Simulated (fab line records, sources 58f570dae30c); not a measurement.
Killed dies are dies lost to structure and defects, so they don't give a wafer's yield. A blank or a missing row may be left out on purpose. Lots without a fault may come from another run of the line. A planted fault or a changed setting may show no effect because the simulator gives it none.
Chamber matching | flow berkeley_cmos170 | UCB170_ACTIVE_ETCH_15 on rie_diel-03: 4 sister chambers
The step etches Si3N4 in CH3F/Ar/O2, stops on SiO2, target depth 242 nm, time 151 s. 18 wafers are shown with their chamber, then 9 later ones without.

WAFERS WITH THEIR CHAMBER
wafer  | chamber | throttle_valve_pct (%) | oes_product_au (a.u.) | CH3F_flow_sccm (sccm)
L077.1 | 0       | 8.22                   | 0.935                 | 19.95
L077.3 | 3       | 7.99                   | 0.933                 | 19.96
L077.4 | 2       | 8.00                   | 0.955                 | 19.97
L078.3 | 2       | 8.00                   | 0.954                 | 20.03
L078.4 | 3       | 7.98                   | 0.929                 | 19.87
L078.5 | 1       | 7.89                   | 0.939                 | 20.04
L080.1 | 1       | 7.86                   | 0.941                 | 19.94
L080.2 | 3       | 7.97                   | 0.922                 | 19.91
L080.5 | 2       | 7.99                   | 0.956                 | 19.92
L083.2 | 1       | 7.90                   | 0.956                 | 19.97
L083.5 | 2       | 7.99                   | 0.957                 | 19.97
L083.6 | 1       | 7.87                   | 0.955                 | 20.00
L088.2 | 2       | 8.00                   | 0.939                 | 20.04
L088.4 | 3       | 7.98                   | 0.935                 | 20.09
L088.5 | 1       | 7.88                   | 0.947                 | 20.13
L090.2 | 1       | 7.90                   | 0.955                 | 19.90
L090.3 | 3       | 7.99                   | 0.927                 | 20.00
L090.4 | 3       | 7.98                   | 0.933                 | 19.95

SIGNATURES (means of the wafers above)
reading            | chamber 0 | chamber 1 | chamber 2 | chamber 3 | scatter within a chamber
throttle_valve_pct | 8.2200    | 7.8833    | 7.9960    | 7.9817    | 0.0111
oes_product_au     | 0.93500   | 0.94883   | 0.95220   | 0.92983   | 0.0067
CH3F_flow_sccm     | 19.9500   | 19.9967   | 19.9860   | 19.9633   | 0.0716
Rule: a wafer's distance from a chamber is the root of the sum, over the readings, of the square of ((its reading less the chamber's mean) divided by the reading's scatter). The wafer belongs to the nearest chamber; if the next one is less than 2 further off, it can't be placed. The scatter: the root of (the sum of the squares of (reading less its chamber's mean) over the shown wafers, divided by (wafers less chambers)).

WAFERS WITHOUT THEIR CHAMBER
wafer  | throttle_valve_pct (%) | oes_product_au (a.u.) | CH3F_flow_sccm (sccm)
L091.2 | 7.89                   | 0.945                 | 20.02
L091.3 | 8.00                   | 0.945                 | 20.05
L091.6 | 7.98                   | 0.913                 | 20.01
L092.1 | 7.97                   | 0.929                 | 19.95
L092.2 | 7.99                   | 0.964                 | 19.94
L092.5 | 7.89                   | 0.954                 | 20.03
L095.2 | 7.88                   | 0.959                 | 20.08
L095.5 | 8.00                   | 0.956                 | 20.10
L095.6 | 7.87                   | 0.950                 | 20.07

WHICH CHAMBER EACH WENT THROUGH
wafer  | from the rows above     | in truth
L091.2 | 1                       | 1
L091.3 | can't be placed: 2 or 3 | 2
L091.6 | 3                       | 3
L092.1 | 3                       | 3
L092.2 | 2                       | 2
L092.5 | 1                       | 1
L095.2 | 1                       | 1
L095.5 | 2                       | 2
L095.6 | 1                       | 1
Placed correctly: 8 of 9. Can't be placed from these rows: 1 (the true chamber is among the candidates in 1). Placed wrongly: 0.
